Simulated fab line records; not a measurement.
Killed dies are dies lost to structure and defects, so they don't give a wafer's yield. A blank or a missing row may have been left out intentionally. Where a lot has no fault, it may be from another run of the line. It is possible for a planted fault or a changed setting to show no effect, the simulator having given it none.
fab line records	flow rit_cmos	part 1 of 2: steps 1 to 32 of 44
record lots=5	wafers=15	last_day=7
route steps=202 shown NSD@132 PSD@142 SDANNEAL@153 PLDD@159 NLDD@160 SILICIDE@161 CONTACT@168
lots with no fault: from the same line, run without faults
start_h: the number of hours between the record's first day and the start of the first shown wafer of the lot	wait_h: hours elapsed since this lot's preceding step	" same as the row above	L1.1+2: a single row standing in for several wafers	- no value present, or no start provided	* or withheld: withheld	< > ~ a bound
route shown NAME@n: NAME is a module with steps in the file, n the number in the route of the first one	usual: mean and standard deviation over wafers with no fault	same: alike in all rows	chamber/n: place in a boat	sites: each site's reading	_std_site: the standard deviation of these	_edge_site: outer sites' mean less inner sites'	radius_mm: how far each site lies from the wafer's centre	mask NAME#n: copy n	behind: the tool/chamber that last shaped the wafer	hold: why the lot was held/for how many hours/how that ended	device: the n, p or np transistor that did not switch	end of line: tests of these same wafers at the route's end	a step without rows: its recipe alone	killed: the dies lost at the first sort to structure and to defects; this is not the yield of the wafer	map: a wafer's dies, x killed, . not, _ none there
set.NAME: the setting the step ran with; set.NAME@STEP: the setting that earlier step ran with	model.NAME: the simulator's own value behind a step, which no gauge read
certain route steps with their lots: each step a table, each wafer a row
services: a tool's chamber out of use, with start hour (start_h, from the record's first day; less than 0 if before it), hours out, and reason
## steps
# step RIT_NSD_COAT_01
# recipe resist=NOVOLAK	spin_rpm=3250	resist_thk_nm=1000
lot.wafer	tool	chamber	start_h	wait_h
L074.1+2+3	litho_track-01	0	53.91	0.1
L075.1+3+4	litho_track-01	0	59.59	0.1
L081.3+4+6	litho_track-03	0	86.71	0.1
L094.1+3+6	litho_track-04	0	152.13	0.1
L096.2+3+6	litho_track-04	0	161.34	0.1
# step RIT_NSD_SOFTBAKE_02
# recipe resist=NOVOLAK	temp_c=90	time_s=60
# usual heater_power_total_W=34.57/0.048
# same time_s=60
lot.wafer	tool	chamber	start_h	wait_h	heater_power_total_W
L074.1	litho_track-01	0	54.06	0.1	34.55
L074.2	"	0	"	"	34.52
L074.3	"	0	"	"	34.55
L075.1	litho_track-01	0	59.74	0.1	34.59
L075.3	"	0	"	"	34.62
L075.4	"	0	"	"	34.57
L081.3	litho_track-03	0	86.86	0.1	34.56
L081.4	"	0	"	"	34.54
L081.6	"	0	"	"	34.53
L094.1	litho_track-04	0	152.28	0.1	34.61
L094.3	"	0	"	"	34.53
L094.6	"	0	"	"	34.51
L096.2	litho_track-04	0	161.49	0.1	34.58
L096.3	"	0	"	"	34.53
L096.6	"	0	"	"	34.59
# step RIT_NSD_EXPOSE_03
# recipe mask_id=M9	na=0.57	target_cd_nm=40700	dose_mj=250
# usual reticle_temp_C=23.00/0.11
lot.wafer	tool	chamber	start_h	wait_h	mask	reticle_temp_C
L074.1	iline_stepper-02	0	54.45	0.4	M9#0	23.10
L074.2	"	0	"	"	M9#0	22.94
L074.3	"	0	"	"	M9#0	22.97
L075.1	iline_stepper-01	0	60.01	0.2	M9#0	22.98
L075.3	"	0	"	"	M9#0	23.11
L075.4	"	0	"	"	M9#0	22.96
L081.3	iline_stepper-01	0	87.12	0.2	M9#0	23.18
L081.4	"	0	"	"	M9#0	23.09
L081.6	"	0	"	"	M9#0	23.14
L094.1	iline_stepper-01	0	152.55	0.2	M9#0	22.91
L094.3	"	0	"	"	M9#0	22.98
L094.6	"	0	"	"	M9#0	22.91
L096.2	iline_stepper-01	0	161.76	0.2	M9#0	23.09
L096.3	"	0	"	"	M9#0	23.24
L096.6	"	0	"	"	M9#0	22.90
# step RIT_NSD_PEB_04
# recipe resist=NOVOLAK	temp_c=withheld	time_s=withheld
lot.wafer	tool	chamber	start_h	wait_h
L074.1+2+3	litho_track-01	0	54.56	0.1
L075.1+3+4	litho_track-04	0	60.13	0.1
L081.3+4+6	litho_track-04	0	87.25	0.1
L094.1+3+6	litho_track-01	0	152.74	0.2
L096.2+3+6	litho_track-01	0	161.88	0.1
# step RIT_NSD_DEVELOP_05
# recipe resist=NOVOLAK	develop_time_s=50	dev_temp_c=23
# same develop_time_s=50
lot.wafer	tool	chamber	start_h	wait_h
L074.1+2+3	litho_track-01	0	-	-
L075.1+3+4	litho_track-04	0	-	-
L081.3+4+6	litho_track-04	0	-	-
L094.1+3+6	litho_track-01	0	-	-
L096.2+3+6	litho_track-01	0	-	-
# step RIT_NSD_OVL_MEAS_06
# usual NSD_OVL=0.1/1.3
lot.wafer	tool	chamber	start_h	wait_h	NSD_OVL[nm]
L074.1	overlay-02	-	54.85	-	0.1
L074.2	"	-	"	"	0.2
L074.3	"	-	"	"	-0.9
L075.1	overlay-02	-	60.41	-	0.7
L075.3	"	-	"	"	-2.0
L075.4	"	-	"	"	0.6
L081.3	overlay-02	-	87.50	-	-0.3
L081.4	"	-	"	"	-0.2
L081.6	"	-	"	"	-1.3
L094.1	overlay-02	-	153.03	-	-2.5
L094.3	"	-	"	"	-2.4
L094.6	"	-	"	"	-1.8
L096.2	overlay-02	-	162.14	-	1.4
L096.3	"	-	"	"	-0.2
L096.6	"	-	"	"	0.5
# step RIT_NSD_HARDBAKE_07
# recipe resist=NOVOLAK	temp_c=140	time_s=60
# usual heater_power_total_W=62.56/0.048
# same time_s=60
lot.wafer	tool	chamber	start_h	wait_h	heater_power_total_W
L074.1	litho_track-03	0	55.05	0.2	62.47
L074.2	"	0	"	"	62.55
L074.3	"	0	"	"	62.53
L075.1	litho_track-03	0	60.45	0.0	62.63
L075.3	"	0	"	"	62.60
L075.4	"	0	"	"	62.55
L081.3	litho_track-03	0	87.71	0.2	62.57
L081.4	"	0	"	"	62.55
L081.6	"	0	"	"	62.50
L094.1	litho_track-04	0	153.06	0.0	62.53
L094.3	"	0	"	"	62.54
L094.6	"	0	"	"	62.61
L096.2	litho_track-01	0	162.20	0.0	62.54
L096.3	"	0	"	"	62.51
L096.6	"	0	"	"	62.63
# step RIT_NSD_IMPLANT_08
# recipe species=P	energy_kev=25	dose_cm2=1e+15	tilt_deg=7
lot.wafer	tool	chamber	start_h	wait_h
L074.1+2+3	implanter-04	0	55.20	0.1
L075.1+3+4	implanter-01	0	60.60	0.1
L081.3+4+6	implanter-04	0	87.86	0.1
L094.1+3+6	implanter-04	0	153.21	0.1
L096.2+3+6	implanter-04	0	162.35	0.1
# step RIT_NSD_STRIP_09
# recipe chemistry=O2	time_s=180	resist=NOVOLAK	platen_temp_c=withheld	power_w=500	pressure_mtorr=4000	o2_flow_sccm=4000
# usual drypump_motor_current_A=5.67/0.28
# same time_s=180
lot.wafer	tool	chamber	start_h	wait_h	drypump_motor_current_A	rf_hours_counter_h
L074.1	plasma_asher-01	0	55.35	0.1	5.33	43
L074.2	"	1	"	"	5.49	43
L074.3	"	1	"	"	5.51	-
L075.1	plasma_asher-04	1	60.75	0.1	6.09	27
L075.3	"	0	"	"	5.53	-
L075.4	"	1	"	"	6.08	-
L081.3	plasma_asher-01	1	88.02	0.1	5.51	-
L081.4	"	0	"	"	5.36	-
L081.6	"	0	"	"	5.36	-
L094.1	plasma_asher-01	1	153.36	0.1	5.52	4
L094.3	"	0	"	"	5.33	-
L094.6	"	1	"	"	5.50	-
L096.2	plasma_asher-01	0	162.47	0.1	5.32	5
L096.3	"	1	"	"	5.51	-
L096.6	"	0	"	"	5.34	-
# step RIT_NSD_TW_MEAS_10
# usual NSD_TW=3137/13
lot.wafer	tool	chamber	start_h	wait_h	NSD_TW
L074.1	film_metro-02	-	55.53	0.1	3136
L074.2	"	-	"	"	3142
L074.3	"	-	"	"	3119
L075.1	film_metro-03	-	60.93	0.1	3151
L075.3	"	-	"	"	3148
L075.4	"	-	"	"	3151
L081.3	film_metro-03	-	88.16	0.1	3145
L081.4	"	-	"	"	3144
L081.6	"	-	"	"	3126
L094.1	film_metro-02	-	153.54	0.1	3149
L094.3	"	-	"	"	3118
L094.6	"	-	"	"	3131
L096.2	film_metro-03	-	162.66	0.1	3146
L096.3	"	-	"	"	3124
L096.6	"	-	"	"	3141
# step RIT_PSD_HMDS_00
# recipe prime_time_s=60	prime_temp_c=140
lot.wafer	tool	chamber	start_h	wait_h
L074.1+2+3	litho_track-03	0	55.59	0.1
L075.1+3+4	litho_track-02	0	60.99	0.1
L081.3+4+6	litho_track-01	0	88.25	0.1
L094.1+3+6	litho_track-03	0	153.60	0.1
L096.2+3+6	litho_track-02	0	162.73	0.1
# step RIT_PSD_COAT_01
# recipe resist=NOVOLAK	spin_rpm=3250	resist_thk_nm=1000
lot.wafer	tool	chamber	start_h	wait_h
L074.1+2+3	litho_track-03	0	55.74	0.1
L075.1+3+4	litho_track-02	0	61.14	0.1
L081.3+4+6	litho_track-01	0	88.40	0.1
L094.1+3+6	litho_track-03	0	153.75	0.1
L096.2+3+6	litho_track-02	0	162.88	0.1
# step RIT_PSD_SOFTBAKE_02
# recipe resist=NOVOLAK	temp_c=90	time_s=60
# usual heater_power_total_W=34.56/0.053
# same time_s=60
lot.wafer	tool	chamber	start_h	wait_h	heater_power_total_W
L074.1	litho_track-03	0	55.89	0.1	34.64
L074.2	"	0	"	"	34.64
L074.3	"	0	"	"	34.64
L075.1	litho_track-02	0	61.29	0.1	34.60
L075.3	"	0	"	"	34.47
L075.4	"	0	"	"	34.66
L081.3	litho_track-01	0	88.55	0.1	34.50
L081.4	"	0	"	"	34.55
L081.6	"	0	"	"	34.52
L094.1	litho_track-03	0	153.90	0.1	34.44
L094.3	"	0	"	"	34.47
L094.6	"	0	"	"	34.51
L096.2	litho_track-02	0	163.03	0.1	34.55
L096.3	"	0	"	"	34.42
L096.6	"	0	"	"	34.59
# step RIT_PSD_EXPOSE_03
# recipe mask_id=M10	na=0.57	target_cd_nm=40900	dose_mj=250
# usual reticle_temp_C=22.99/0.097
lot.wafer	tool	chamber	start_h	wait_h	mask	reticle_temp_C
L074.1	iline_stepper-02	0	56.04	0.1	M10#0	23.12
L074.2	"	0	"	"	M10#0	23.14
L074.3	"	0	"	"	M10#0	22.97
L075.1	iline_stepper-01	0	61.56	0.2	M10#0	22.85
L075.3	"	0	"	"	M10#0	22.95
L075.4	"	0	"	"	M10#0	22.84
L081.3	iline_stepper-02	0	88.81	0.2	M10#0	22.90
L081.4	"	0	"	"	M10#0	23.13
L081.6	"	0	"	"	M10#0	23.02
L094.1	iline_stepper-01	0	154.17	0.2	M10#0	22.95
L094.3	"	0	"	"	M10#0	23.10
L094.6	"	0	"	"	M10#0	23.18
L096.2	iline_stepper-02	0	163.30	0.2	M10#0	22.91
L096.3	"	0	"	"	M10#0	22.98
L096.6	"	0	"	"	M10#0	23.00
# step RIT_PSD_PEB_04
# recipe resist=NOVOLAK	temp_c=withheld	time_s=withheld
lot.wafer	tool	chamber	start_h	wait_h
L074.1+2+3	litho_track-02	0	56.15	0.1
L075.1+3+4	litho_track-01	0	61.68	0.1
L081.3+4+6	litho_track-02	0	88.94	0.1
L094.1+3+6	litho_track-02	0	154.29	0.1
L096.2+3+6	litho_track-03	0	163.42	0.1
# step RIT_PSD_DEVELOP_05
# recipe resist=NOVOLAK	develop_time_s=50	dev_temp_c=23
# same develop_time_s=50
lot.wafer	tool	chamber	start_h	wait_h
L074.1+2+3	litho_track-02	0	-	-
L075.1+3+4	litho_track-01	0	-	-
L081.3+4+6	litho_track-02	0	-	-
L094.1+3+6	litho_track-02	0	-	-
L096.2+3+6	litho_track-03	0	-	-
# step RIT_PSD_OVL_MEAS_06
# usual PSD_OVL=-0.9/1.3
lot.wafer	tool	chamber	start_h	wait_h	PSD_OVL[nm]
L074.1	overlay-02	-	56.44	-	-0.8
L074.2	"	-	"	"	-0.5
L074.3	"	-	"	"	-1.1
L075.1	overlay-01	-	61.96	-	1.1
L075.3	"	-	"	"	0.4
L075.4	"	-	"	"	0.3
L081.3	overlay-01	-	89.18	-	-2.7
L081.4	"	-	"	"	-0.4
L081.6	"	-	"	"	0.5
L094.1	overlay-02	-	154.57	-	1.2
L094.3	"	-	"	"	-0.2
L094.6	"	-	"	"	0.0
L096.2	overlay-01	-	163.69	-	-1.9
L096.3	"	-	"	"	-1.4
L096.6	"	-	"	"	-1.5
# step RIT_PSD_HARDBAKE_07
# recipe resist=NOVOLAK	temp_c=140	time_s=60
# usual heater_power_total_W=62.54/0.042
# same time_s=60
lot.wafer	tool	chamber	start_h	wait_h	heater_power_total_W
L074.1	litho_track-03	0	56.47	0.0	62.54
L074.2	"	0	"	"	62.54
L074.3	"	0	"	"	62.57
L075.1	litho_track-03	0	62.00	0.0	62.55
L075.3	"	0	"	"	62.60
L075.4	"	0	"	"	62.53
L081.3	litho_track-02	0	89.26	0.1	62.61
L081.4	"	0	"	"	62.54
L081.6	"	0	"	"	62.51
L094.1	litho_track-03	0	154.61	0.0	62.57
L094.3	"	0	"	"	62.57
L094.6	"	0	"	"	62.54
L096.2	litho_track-02	0	163.74	0.0	62.62
L096.3	"	0	"	"	62.49
L096.6	"	0	"	"	62.51
# step RIT_PSD_IMPLANT_08
# recipe species=BF2	energy_kev=27	dose_cm2=5e+15	tilt_deg=7
lot.wafer	tool	chamber	start_h	wait_h
L074.1+2+3	implanter-02	0	56.62	0.1
L075.1+3+4	implanter-03	0	62.15	0.1
L081.3+4+6	implanter-02	0	89.41	0.1
L094.1+3+6	implanter-02	0	154.76	0.1
L096.2+3+6	implanter-04	0	163.89	0.1
# step RIT_PSD_STRIP_09
# recipe chemistry=O2	time_s=180	resist=NOVOLAK	platen_temp_c=withheld	power_w=500	pressure_mtorr=4000	o2_flow_sccm=4000
# usual drypump_motor_current_A=5.6/0.33
# same time_s=180
lot.wafer	tool	chamber	start_h	wait_h	drypump_motor_current_A	rf_hours_counter_h
L074.1	plasma_asher-03	0	56.77	0.1	5.5	39
L074.2	"	1	"	"	6.0	39
L074.3	"	0	"	"	5.6	-
L075.1	plasma_asher-02	1	62.30	0.1	6.0	42
L075.3	"	0	"	"	5.1	-
L075.4	"	1	"	"	6.0	-
L081.3	plasma_asher-01	1	89.56	0.1	5.5	-
L081.4	"	0	"	"	5.3	-
L081.6	"	1	"	"	5.5	-
L094.1	plasma_asher-01	1	154.91	0.1	5.5	4
L094.3	"	0	"	"	5.4	-
L094.6	"	1	"	"	5.5	-
L096.2	plasma_asher-03	1	164.02	0.1	6.0	51
L096.3	"	1	"	"	6.0	-
L096.6	"	0	"	"	5.5	-
# step RIT_PSD_TW_MEAS_10
# usual PSD_TW=3447/19
lot.wafer	tool	chamber	start_h	wait_h	PSD_TW
L074.1	film_metro-02	-	56.95	0.1	3471
L074.2	"	-	"	"	3453
L074.3	"	-	"	"	3457
L075.1	film_metro-02	-	62.47	0.1	3458
L075.3	"	-	"	"	3452
L075.4	"	-	"	"	3465
L081.3	film_metro-03	-	89.70	0.1	3447
L081.4	"	-	"	"	3440
L081.6	"	-	"	"	3444
L094.1	film_metro-02	-	155.08	0.1	3431
L094.3	"	-	"	"	3445
L094.6	"	-	"	"	3462
L096.2	film_metro-04	-	164.20	0.1	3435
L096.3	"	-	"	"	3438
L096.6	"	-	"	"	3444
# step RIT_SDANNEAL_CLEAN_00
# recipe chemistry=SC1	mix=3:3:50	time_s=600	temp_c=75
# same time_s=600
lot.wafer	tool	chamber	start_h	wait_h
L074.1+2+3	wet_bench-02	0	57.01	0.1
L075.1+3+4	wet_bench-02	2	62.53	0.1
L081.3+4+6	wet_bench-01	1	89.74	0.0
L094.1+3+6	wet_bench-03	2	155.14	0.1
L096.2+3+6	wet_bench-01	1	164.25	0.0
# step RIT_SDANNEAL_CLEAN_01
# recipe chemistry=dHF	dilution=50:1	time_s=30
# same time_s=30
lot.wafer	tool	chamber	start_h	wait_h
L074.1+2+3	wet_bench-03	1	57.18	0.0
L075.1+3+4	wet_bench-01	2	62.71	0.0
L081.3+4+6	wet_bench-03	1	89.92	0.0
L094.1+3+6	wet_bench-01	2	155.35	0.0
L096.2+3+6	wet_bench-03	0	164.43	0.0
# step RIT_SDANNEAL_CLEAN_02
# recipe chemistry=SC2	mix=3:3:50	time_s=600	temp_c=75	dry=n2_spin
# same time_s=600
lot.wafer	tool	chamber	start_h	wait_h
L074.1+2+3	wet_bench-02	1	57.20	0.0
L075.1+3+4	wet_bench-03	2	62.72	0.0
L081.3+4+6	wet_bench-01	1	89.93	0.0
L094.1+3+6	wet_bench-03	3	155.37	0.0
L096.2+3+6	wet_bench-01	1	164.45	0.0
# step RIT_SDANNEAL_RTA_03
# recipe temp_c=1050	time_s=5	idle_temp_c=600	ramp_up_c_per_s=342	ramp_down_c_per_s=171	cool_to_c=600	ambient=N2
# usual wafer_temp_C_max=1053.5/1.1
# same time_s=5
lot.wafer	tool	chamber	start_h	wait_h	wafer_temp_C_max
L074.1	rtp_anneal-01	0	57.38	0.0	1052.9
L074.2	"	0	"	"	1052.5
L074.3	"	0	"	"	1055.1
L075.1	rtp_anneal-02	0	62.90	0.0	1052.8
L075.3	"	0	"	"	1053.2
L075.4	"	0	"	"	1051.9
L081.3	rtp_anneal-02	0	90.13	0.0	1054.4
L081.4	"	0	"	"	1054.0
L081.6	"	0	"	"	1052.4
L094.1	rtp_anneal-01	0	155.58	0.0	1051.7
L094.3	"	0	"	"	1054.6
L094.6	"	0	"	"	1054.9
L096.2	rtp_anneal-01	0	164.63	0.0	1052.6
L096.3	"	0	"	"	1053.5
L096.6	"	0	"	"	1054.0
# step RIT_SDANNEAL_RS_MEAS_04
# recipe thk_meas_gauge=four-point-probe
# usual PSD_RS=115.9/0.35
lot.wafer	tool	chamber	start_h	wait_h	PSD_RS[ohm/sq]
L074.1	film_metro-02	-	57.43	0.0	115.4
L074.2	"	-	"	"	115.4
L074.3	"	-	"	"	115.2
L075.1	film_metro-04	-	62.96	0.0	115.1
L075.3	"	-	"	"	115.5
L075.4	"	-	"	"	115.2
L081.3	film_metro-04	-	90.21	0.1	116.1
L081.4	"	-	"	"	115.9
L081.6	"	-	"	"	116.0
L094.1	film_metro-03	-	155.64	0.0	116.0
L094.3	"	-	"	"	116.0
L094.6	"	-	"	"	115.9
L096.2	film_metro-02	-	164.70	0.1	115.7
L096.3	"	-	"	"	115.5
L096.6	"	-	"	"	115.9
# step RIT_SDANNEAL_RS_MEAS_05
# recipe thk_meas_gauge=four-point-probe
# usual NSD_RS=84.5/0.32
lot.wafer	tool	chamber	start_h	wait_h	NSD_RS[ohm/sq]
L074.1	film_metro-02	-	57.55	0.1	84.3
L074.2	"	-	"	"	84.2
L074.3	"	-	"	"	84.6
L075.1	film_metro-04	-	63.08	0.1	84.7
L075.3	"	-	"	"	84.9
L075.4	"	-	"	"	84.7
L081.3	film_metro-04	-	90.33	0.1	84.3
L081.4	"	-	"	"	84.4
L081.6	"	-	"	"	84.4
L094.1	film_metro-03	-	155.76	0.1	84.4
L094.3	"	-	"	"	84.6
L094.6	"	-	"	"	84.4
L096.2	film_metro-02	-	164.82	0.1	84.3
L096.3	"	-	"	"	84.5
L096.6	"	-	"	"	84.5
# step RIT_SDANNEAL_RS_MEAS_06
# recipe thk_meas_gauge=four-point-probe
# usual PLDD_RS=178.5/0.56
lot.wafer	tool	chamber	start_h	wait_h	PLDD_RS[ohm/sq]
L074.1	film_metro-02	-	57.67	0.1	178.0
L074.2	"	-	"	"	177.7
L074.3	"	-	"	"	178.2
L075.1	film_metro-04	-	63.20	0.1	177.4
L075.3	"	-	"	"	177.9
L075.4	"	-	"	"	178.0
L081.3	film_metro-04	-	90.45	0.1	178.4
L081.4	"	-	"	"	177.7
L081.6	"	-	"	"	178.6
L094.1	film_metro-03	-	155.88	0.1	178.7
L094.3	"	-	"	"	179.4
L094.6	"	-	"	"	179.0
L096.2	film_metro-02	-	164.94	0.1	177.9
L096.3	"	-	"	"	177.8
L096.6	"	-	"	"	178.0
# step RIT_SDANNEAL_RS_MEAS_07
# recipe thk_meas_gauge=four-point-probe
# usual NLDD_RS=151.5/0.53
lot.wafer	tool	chamber	start_h	wait_h	NLDD_RS[ohm/sq]
L074.1	film_metro-02	-	57.79	0.1	151.9
L074.2	"	-	"	"	151.7
L074.3	"	-	"	"	151.1
L075.1	film_metro-04	-	63.32	0.1	151.8
L075.3	"	-	"	"	151.4
L075.4	"	-	"	"	151.7
L081.3	film_metro-04	-	90.57	0.1	150.6
L081.4	"	-	"	"	151.6
L081.6	"	-	"	"	151.1
L094.1	film_metro-03	-	156.00	0.1	150.8
L094.3	"	-	"	"	151.5
L094.6	"	-	"	"	151.7
L096.2	film_metro-02	-	165.06	0.1	151.3
L096.3	"	-	"	"	151.4
L096.6	"	-	"	"	151.0
# step RIT_SILICIDE_WET_ETCH_00
# recipe chemistry=BOE	target=SiO2	target_depth_nm=14	time_s=15	dry=n2_spin	dilution=10:1	temp_c=21.5
# same time_s=15
lot.wafer	tool	chamber	start_h	wait_h
L074.1+2+3	wet_bench-04	1	57.91	0.1
L075.1+3+4	wet_bench-02	2	63.44	0.1
L081.3+4+6	wet_bench-01	1	90.65	0.1
L094.1+3+6	wet_bench-04	2	156.12	0.1
L096.2+3+6	wet_bench-04	1	165.16	0.1
# step RIT_SILICIDE_SPUTTER_01
# recipe material=Ti	target_thk_nm=30	power_w=350	chamber_pressure_pa=0.667	gas=Ar	time_s=240	substrate_temp_c=25
# usual throttle_valve_pct=30.7/0.83
# same time_s=240
lot.wafer	tool	chamber	start_h	wait_h	throttle_valve_pct
L074.1	pvd_sputter-01	-	57.93	0.0	30.1
L074.2	"	-	"	"	31.1
L074.3	"	-	"	"	30.2
L075.1	pvd_sputter-04	-	63.45	0.0	31.7
L075.3	"	-	"	"	30.1
L075.4	"	-	"	"	31.1
L081.3	pvd_sputter-01	-	90.66	0.0	30.1
L081.4	"	-	"	"	30.9
L081.6	"	-	"	"	30.9
L094.1	pvd_sputter-01	-	156.13	0.0	30.2
L094.3	"	-	"	"	30.7
L094.6	"	-	"	"	30.8
L096.2	pvd_sputter-01	-	165.17	0.0	30.2
L096.3	"	-	"	"	31.0
L096.6	"	-	"	"	30.3
# step RIT_SILICIDE_RS_MEAS_02
# recipe thk_meas_gauge=four-point-probe	reads=Ti_of_SILICIDE_SPUTTER_01
# usual SILICIDE_TI_RS=47.8/0.73
lot.wafer	tool	chamber	start_h	wait_h	SILICIDE_TI_RS[ohm/sq]
L074.1	film_metro-04	-	58.10	0.1	47.4
L074.2	"	-	"	"	47.7
L074.3	"	-	"	"	47.7
L075.1	film_metro-03	-	63.60	0.1	46.6
L075.3	"	-	"	"	47.7
L075.4	"	-	"	"	47.2
L081.3	film_metro-03	-	90.85	0.1	48.1
L081.4	"	-	"	"	49.3
L081.6	"	-	"	"	48.7
L094.1	film_metro-01	-	156.28	0.1	48.3
L094.3	"	-	"	"	48.0
L094.6	"	-	"	"	48.1
L096.2	film_metro-04	-	165.34	0.1	47.0
L096.3	"	-	"	"	47.5
L096.6	"	-	"	"	47.2
